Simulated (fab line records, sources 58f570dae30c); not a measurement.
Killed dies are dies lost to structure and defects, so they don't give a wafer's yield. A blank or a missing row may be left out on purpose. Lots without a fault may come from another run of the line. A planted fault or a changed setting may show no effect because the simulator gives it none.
Chamber matching | flow berkeley_cmos170 | UCB170_ACTIVE_ETCH_15 on rie_diel-03: 4 sister chambers
The step etches Si3N4 in CH3F/Ar/O2, stops on SiO2, target depth 242 nm, time 151 s. 8 wafers are shown with their chamber, then 9 later ones without.

WAFERS WITH THEIR CHAMBER
wafer  | chamber | drypump_motor_current_A (A) | throttle_valve_pct (%)
L689.5 | 0       | 5.8                         | 8.04
L692.4 | 0       | 5.7                         | 8.04
L693.1 | 2       | 6.3                         | 8.05
L693.2 | 3       | 4.9                         | 8.05
L693.3 | 1       | 5.4                         | 8.29
L697.1 | 1       | 5.3                         | 8.28
L697.5 | 3       | 4.8                         | 8.05
L697.6 | 2       | 6.3                         | 8.05

WAFERS WITHOUT THEIR CHAMBER
wafer  | drypump_motor_current_A (A) | throttle_valve_pct (%)
L698.2 | 6.3                         | 8.04
L698.4 | 5.8                         | 8.05
L698.5 | 4.8                         | 8.04
L701.1 | 6.3                         | 8.05
L701.2 | 5.8                         | 8.05
L701.4 | 4.9                         | 8.03
L699.3 | 6.3                         | 8.03
L699.4 | 5.4                         | 8.28
L699.5 | 5.8                         | 8.06

WHICH CHAMBER EACH WENT THROUGH
wafer  | from the rows above | in truth
L698.2 | 2                   | 2
L698.4 | 0                   | 0
L698.5 | 3                   | 3
L701.1 | 2                   | 2
L701.2 | 0                   | 0
L701.4 | 3                   | 3
L699.3 | 2                   | 2
L699.4 | 1                   | 1
L699.5 | 0                   | 0
Placed correctly: 9 of 9. Can't be placed from these rows: 0. Placed wrongly: 0.
How it was worked out, from the rows above alone: a wafer's distance from a chamber is the root of the sum, over the readings, of the square of ((its reading less the chamber's mean) divided by the reading's scatter). The wafer belongs to the nearest chamber; if the next one is less than 2 further off, it can't be placed. A chamber's mean is the mean of its shown wafers. The scatter: the root of (the sum of the squares of (reading less its chamber's mean) over the shown wafers, divided by (wafers less chambers)).
